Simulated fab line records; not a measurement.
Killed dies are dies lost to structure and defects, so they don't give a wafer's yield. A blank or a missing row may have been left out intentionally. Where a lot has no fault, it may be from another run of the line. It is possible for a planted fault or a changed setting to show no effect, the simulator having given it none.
fab line records	flow ritCmos
[record] lots = 5	wafers = 15	lastDay = 7
route steps=202 shown CONTACT@178 M1@184
lots with no fault: from the same line, run without faults
startH: the number of hours between the record's first day and the start of the first shown wafer of the lot	waitH: time in hours since the lot's previous step	" unchanged from the row above	L1.1+2: a single row standing in for several wafers	- value missing, or start not given	* or withheld: withheld	< > ~ a bound
route shown NAME@n: NAME is a module with steps in the file, n the number in the route of the first one	usual: mean/standard deviation taken from wafers without a fault	same: alike in all rows	chamber/n: place in a boat	sites: readings site by site	_std_site: standard deviation of those values	_edge_site: the outer-site mean with the inner-site mean subtracted	radiusMm: how far each site lies from the wafer's centre	mask NAME#n: copy n	behind: the most recent tool/chamber to have shaped the wafer	hold: cause of the lot's hold/its duration in hours/its outcome	device: the n, p or np transistor that did not switch	end of line: the route-end tests of the same wafers	a step without rows: its recipe alone	killed: dies lost to structure and defects at the first sort, not the wafer's yield	map: dies across one wafer; x = killed, . = not, _ = none there
set.NAME: the setting as run; set.NAME@STEP: as run at that earlier step	model.NAME: the simulator's own value behind a step, which no gauge read
lots seen at some steps along the route; tables by step, rows by wafer
services: when a tool's chamber went out of use (startH, in hours from the record's first day, below 0 if earlier), for how many hours, and the reason
[[steps]]
[step RIT_CONTACT_HARDBAKE_10]
[recipe] resist = NOVOLAK	tempC = 140	timeS = 60
[step RIT_CONTACT_ETCH_11]
[recipe] targetDepthA = 4800	overEtchFrac = 0.2	stopOn = TiSi2	chemistry = CHF3/CF4/Ar	target = SiO2	CHF3_flow_sccm = 50	cf4FlowSccm = 10	Ar_flow_sccm = 100	O2_flow_sccm = 5	pressureMtorr = 100	rfW = 200	timeS = 320
[usual] drypumpMotorCurrentA = 5.6/0.58	oesProductAu = 0.992/0.015	throttleValvePct = 8.82/0.13
lot.wafer	tool	chamber	startH	waitH	drypumpMotorCurrentA	oesProductAu	rfHoursCounterH	throttleValvePct
L305.3	rieDiel-03	0	78.24	0.1	5.2	0.993	23	8.79
L305.5	"	2	"	"	6.6	0.981	-	9.04
L305.6	"	1	"	"	5.3	0.988	-	8.75
L307.1	rieDiel-03	0	89.48	0.1	5.2	0.984	23	8.78
L307.2	"	3	"	"	4.9	1.010	54	8.59
L307.4	"	1	"	"	5.3	0.976	8	8.76
L309.1	rieDiel-04	0	100.31	0.1	5.7	0.981	41	8.93
L309.3	"	1	"	"	4.8	0.999	134	8.71
L309.5	"	1	"	"	4.8	0.994	-	8.69
L311.1	rieDiel-03	2	109.82	0.1	6.5	0.979	6	9.04
L311.5	"	1	"	"	5.3	0.983	-	8.74
L311.6	"	0	"	"	5.2	0.990	-	8.79
L323.2	rieDiel-03	1	164.97	0.1	5.3	0.981	11	8.74
L323.4	"	3	"	"	4.9	1.011	56	8.59
L323.5	"	0	"	"	5.2	0.993	-	8.79
[step RIT_CONTACT_STRIP_12]
[recipe] chemistry = O2	timeS = 180	resist = NOVOLAK	platenTempC = withheld	powerW = 500	pressureMtorr = 4000	o2FlowSccm = 4000
[usual] drypumpMotorCurrentA = 5.4/0.48
lot.wafer	tool	chamber	startH	waitH	drypumpMotorCurrentA	rfHoursCounterH
L305.3	plasmaAsher-03	1	78.49	0.2	5.4	-
L305.5	"	0	"	"	5.8	-
L305.6	"	1	"	"	5.4	-
L307.1	plasmaAsher-03	0	89.68	0.1	5.8	50
L307.2	"	1	"	"	5.4	50
L307.4	"	0	"	"	5.8	-
L309.1	plasmaAsher-03	0	100.50	0.1	5.8	51
L309.3	"	0	"	"	5.8	-
L309.5	"	1	"	"	5.4	-
L311.1	plasmaAsher-02	0	110.01	0.1	6.5	28
L311.5	"	0	"	"	6.5	-
L311.6	"	1	"	"	5.0	-
L323.2	plasmaAsher-03	0	165.17	0.1	5.8	56
L323.4	"	1	"	"	5.4	-
L323.5	"	0	"	"	5.8	-
[step RIT_CONTACT_CD_MEAS_90]
[recipe] targetCdNm = 1000
[usual] cdNm = 999.0/2.1
lot.wafer	tool	chamber	startH	waitH	cdNm
L305.3	cdSem-01	-	78.65	0.1	998.8
L305.5	"	-	"	"	997.1
L305.6	"	-	"	"	999.7
L307.1	cdSem-02	-	89.85	0.1	998.9
L307.2	"	-	"	"	999.4
L307.4	"	-	"	"	996.5
L309.1	cdSem-01	-	100.68	0.1	1000.9
L309.3	"	-	"	"	999.5
L309.5	"	-	"	"	997.3
L311.1	cdSem-01	-	110.19	0.1	1000.4
L311.5	"	-	"	"	1001.2
L311.6	"	-	"	"	1001.0
L323.2	cdSem-01	-	165.36	0.1	998.8
L323.4	"	-	"	"	999.0
L323.5	"	-	"	"	999.7
[step RIT_CONTACT_CLEAN_13]
[recipe] chemistry = SC1	mix = 3:3:50	timeS = 600	tempC = 75
[step RIT_CONTACT_CLEAN_14]
[recipe] chemistry = SC2	mix = 3:3:50	timeS = 600	tempC = 75	dry = n2Spin
[step RIT_M1_SPUTTER_00]
[recipe] material = Al	targetThkNm = 400	powerW = 2000	chamberPressurePa = 0.4	gas = Ar	timeS = 500	substrateTempC = 25
[usual] throttleValvePct = 30.3/0.81
lot.wafer	tool	chamber	startH	waitH	throttleValvePct
L305.3	pvdSputter-04	-	79.08	0.0	31.2
L305.5	"	-	"	"	31.1
L305.6	"	-	"	"	30.2
L307.1	pvdSputter-04	-	90.34	0.0	30.3
L307.2	"	-	"	"	29.9
L307.4	"	-	"	"	31.4
L309.1	pvdSputter-04	-	101.16	0.0	29.8
L309.3	"	-	"	"	30.7
L309.5	"	-	"	"	31.6
L311.1	pvdSputter-04	-	110.66	0.0	29.7
L311.5	"	-	"	"	29.9
L311.6	"	-	"	"	31.6
L323.2	pvdSputter-01	-	165.81	0.0	29.5
L323.4	"	-	"	"	30.2
L323.5	"	-	"	"	29.3
[step RIT_M1_RS_MEAS_01]
[recipe] thkMeasGauge = four-point-probe	reads = Al_of_M1_SPUTTER_00
[usual] M1_AL_RS = 0.0733/0.00079
lot.wafer	tool	chamber	startH	waitH	M1_AL_RS[ohm/sq]
L305.3	filmMetro-02	-	79.41	0.2	0.0734
L305.5	"	-	"	"	0.0727
L305.6	"	-	"	"	0.0736
L307.1	filmMetro-01	-	90.63	0.1	0.0732
L307.2	"	-	"	"	0.0721
L307.4	"	-	"	"	0.0735
L309.1	filmMetro-01	-	101.46	0.1	0.0736
L309.3	"	-	"	"	0.0734
L309.5	"	-	"	"	0.0739
L311.1	filmMetro-02	-	110.95	0.1	0.0724
L311.5	"	-	"	"	0.0724
L311.6	"	-	"	"	0.0732
L323.2	filmMetro-03	-	166.13	0.2	0.0722
L323.4	"	-	"	"	0.0713
L323.5	"	-	"	"	0.0724
[step RIT_M1_THK_MEAS_02]
[recipe] thkMeasGauge = xrf	reads = Al_of_M1_SPUTTER_00
[usual] M1_AL_THK = 402/4.5
lot.wafer	tool	chamber	startH	waitH	M1_AL_THK[nm]
L305.3	filmMetro-02	-	79.51	0.1	402
L305.5	"	-	"	"	403
L305.6	"	-	"	"	401
L307.1	filmMetro-01	-	90.75	0.1	402
L307.2	"	-	"	"	407
L307.4	"	-	"	"	400
L309.1	filmMetro-01	-	101.58	0.1	400
L309.3	"	-	"	"	405
L309.5	"	-	"	"	402
L311.1	filmMetro-02	-	111.07	0.1	407
L311.5	"	-	"	"	407
L311.6	"	-	"	"	401
L323.2	filmMetro-03	-	166.24	0.1	407
L323.4	"	-	"	"	413
L323.5	"	-	"	"	406
[step RIT_M1_HMDS_03]
[recipe] primeTimeS = 60	primeTempC = 140
[step RIT_M1_COAT_04]
[recipe] resist = NOVOLAK	spinRpm = 2000	resistThkNm = 1300
[step RIT_M1_SOFTBAKE_05]
[recipe] resist = NOVOLAK	tempC = 90	timeS = 60
[step RIT_M1_EXPOSE_06]
[recipe] maskId = M12	na = 0.6	sourceShape = conventional	sigmaOuter = 0.5	targetCdNm = 2600	doseMj = 250
lot.wafer	tool	chamber	startH	waitH	mask
L305.3+5+6	ilineStepper-02	0	80.15	0.1	M12#0
L307.1+2+4	ilineStepper-02	0	91.26	0.1	M12_R1#0
L309.1+3+5	ilineStepper-01	0	102.09	0.1	M12#0
L311.1+5+6	ilineStepper-01	0	111.71	0.2	M12#0
L323.2+4+5	ilineStepper-01	0	167.00	0.2	M12#0
[step RIT_M1_PEB_07]
[recipe] resist = NOVOLAK	tempC = withheld	timeS = withheld
[step RIT_M1_DEVELOP_08]
[recipe] resist = NOVOLAK	developTimeS = 68	devTempC = 23
[step RIT_M1_CD_MEAS_09]
[recipe] targetCdNm = 2600
[usual] cdNm = 2601.6/2.4
lot.wafer	tool	chamber	startH	waitH	hold	cdNm
L305.3	cdSem-01	-	80.58	-	-	2600.4
L305.5	"	-	"	"	-	2600.1
L305.6	"	-	"	"	-	2598.6
L307.1	cdSem-01	-	91.69	-	awaitDispo/0.2h/release	2249.5
L307.2	"	-	"	"	awaitDispo/0.2h/release	2249.0
L307.4	"	-	"	"	awaitDispo/0.2h/release	2250.2
L307.1	cdSem-01	-	91.98	0.3	-	2249.3
L307.2	"	-	"	"	-	2248.6
L307.4	"	-	"	"	-	2250.5
L309.1	cdSem-02	-	102.59	-	-	2601.1
L309.3	"	-	"	"	-	2601.8
L309.5	"	-	"	"	-	2601.5
L311.1	cdSem-02	-	112.14	-	-	2603.0
L311.5	"	-	"	"	-	2607.5
L311.6	"	-	"	"	-	2603.9
L323.2	cdSem-01	-	167.43	-	-	2599.6
L323.4	"	-	"	"	-	2600.6
L323.5	"	-	"	"	-	2601.1
[step RIT_M1_PROBE_99]
[usual] defectLimitedYield = 97.5/1.1	killedAtFrontEnd = 6.6/3	killedDies = 6.6/3	killedOpen = 3.4/2	killedShort = 3.2/2	sort_bin_3_pad_short = 0.1/0.2	sort_bin_5_function = 1.4/0.83	sort_bin_6_memory = 1.0/0.63	sortNPass = 257.4/3	sortYieldPct = 97.5/1.1
[same] grossDies = 264	killed_at_M0_to_M3 = 0	killed_at_M4_up = 0	killedAtBackSide = 0	killedAtContacts = 0	killedAtOther = 0
lot.wafer	tool	chamber	startH	waitH	defectLimitedYield[%]	killedAtFrontEnd	killedDies	killedOpen	killedShort	sort_bin_3_pad_short[%]	sort_bin_5_function[%]	sort_bin_6_memory[%]	sortNPass	sortYieldPct[%]
L305.3	prober-01	-	83.30	0.2	95.8	11	11	7	4	0.4	1.9	1.9	253.0	95.8
L305.5	prober-01	-	83.40	0.2	97.7	6	6	3	3	0.4	0.8	1.1	258.0	97.7
L305.6	prober-01	-	83.45	0.2	97.0	8	8	3	5	0	0.8	2.3	256.0	97.0
L309.1	prober-01	-	105.37	0.1	97.7	6	6	3	3	0	1.1	1.1	258.0	97.7
L309.3	prober-01	-	105.47	0.2	97.3	7	7	6	1	0	1.5	1.1	257.0	97.3
L309.5	prober-01	-	105.57	0.2	98.5	4	4	2	2	0	0.8	0.8	260.0	98.5
L311.1	prober-01	-	114.81	0.1	97.3	7	7	1	6	0	1.9	0.8	257.0	97.3
L311.5	prober-01	-	115.01	0.2	97.7	6	6	4	2	0	1.1	1.1	258.0	97.7
L311.6	prober-01	-	115.06	0.2	98.5	4	4	3	1	0	0.4	1.1	260.0	98.5
L323.2	prober-02	-	170.12	0.1	96.6	9	9	3	6	0.4	1.5	1.5	255.0	96.6
L323.4	prober-02	-	170.22	0.2	97.7	6	6	4	2	0	0.4	1.9	258.0	97.7
L323.5	prober-02	-	170.27	0.2	97.0	8	8	3	5	0	1.9	1.1	256.0	97.0
// killed by level:class
L305.3 FOX2:geometricParticle:open=2 FOX2:geometricParticle:short=2 REOX:geometricParticle:open=2 ACTIVE:geometricParticle:open=1 GATE:geometricParticle:open=1 GATE:geometricParticle:short=1 SPACER:geometricParticle:open=1 SILICIDE:geometricParticle:short=1
L305.5 SPACER:geometricParticle:open=2 REOX:geometricParticle:short=1 SPACER:geometricParticle:short=1 SILICIDE:geometricParticle:short=1 SILICIDE:geometricParticle:open=1
L305.6 SILICIDE:geometricParticle:short=2 FOX1:geometricParticle:open=1 FOX2:geometricParticle:short=1 GATE:geometricParticle:short=1 GATE:geometricParticle:open=1 REOX:geometricParticle:short=1 REOX:geometricParticle:open=1
L309.1 FOX1:geometricParticle:open=1 GATE:geometricParticle:open=1 GATE:geometricParticle:short=1 REOX:geometricParticle:short=1 SPACER:geometricParticle:open=1 SILICIDE:geometricParticle:short=1
L309.3 FOX1:geometricParticle:open=2 REOX:geometricParticle:open=2 GATE:geometricParticle:open=1 SPACER:geometricParticle:open=1 SILICIDE:geometricParticle:short=1
L309.5 FOX2:geometricParticle:open=2 FOX1:geometricParticle:short=1 GATE:geometricParticle:short=1
L311.1 FOX1:geometricParticle:short=2 FOX2:geometricParticle:short=2 FOX1:geometricParticle:open=1 GATE:geometricParticle:short=1 REOX:geometricParticle:short=1
L311.5 GATE:geometricParticle:open=4 FOX2:geometricParticle:short=1 REOX:geometricParticle:short=1
L311.6 FOX1:geometricParticle:open=1 GATE:geometricParticle:open=1 GATE:geometricParticle:short=1 SPACER:geometricParticle:open=1
L323.2 GATE:geometricParticle:short=3 GATE:geometricParticle:open=2 FOX1:geometricParticle:open=1 FOX1:geometricParticle:short=1 FOX2:geometricParticle:short=1 SPACER:geometricParticle:short=1
L323.4 GATE:geometricParticle:open=2 SILICIDE:geometricParticle:open=2 SPACER:geometricParticle:short=1 SILICIDE:geometricParticle:short=1
L323.5 GATE:geometricParticle:short=3 SPACER:geometricParticle:open=2 FOX1:geometricParticle:short=1 GATE:geometricParticle:open=1 SILICIDE:geometricParticle:short=1
[[services]]
tool	chamber	startH	hours	kind
rieDiel-04	1	54.60	8.1	repair
ilineStepper-02	0	64.84	-	calibration
rieDiel-04	2	71.74	8.0	repair
pvdSputter-04	-	72.00	0.6	repair
rieDiel-04	2	81.53	3.8	repair
ilineStepper-01	-	86.13	1.8	repair
rieDiel-04	2	94.22	3.2	repair
plasmaAsher-03	-	141.43	21.2	repair
rieDiel-04	0	142.86	6.3	repair
pvdSputter-04	-	142.90	2.7	repair
ilineStepper-02	-	145.01	10.1	repair
ilineStepper-02	-	147.44	7.0	repair
rieDiel-04	2	150.01	13.5	repair
rieDiel-04	1	153.16	3.2	repair
plasmaAsher-02	-	157.25	4.0	repair
[[key]]
[firstSign] step = RIT_M1_EXPOSE_06	reading = mask	direction = changed
[effect] step = RIT_M1_CD_MEAS_09	reading = visit	direction = added
[effect] step = RIT_M1_CD_MEAS_09	reading = cdNm	direction = down	sigmas = 99+	usual = 2601.6	struck = 2249.6
metAt RIT_M1_EXPOSE_06
struckWafers L307.1,L307.2,L307.4
scrappedBehind RIT_M1_CD_MEAS_09 L307.1,L307.2,L307.4
onsetBetween 80.15 91.26
[fault] kind = wrongMask	tool = any	chamber = -	onsetH = 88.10	steps = RIT_M1_EXPOSE_06	auxCopy = M12_R1#0	cdOffsetNm = -350	scope = struckLotsOnly
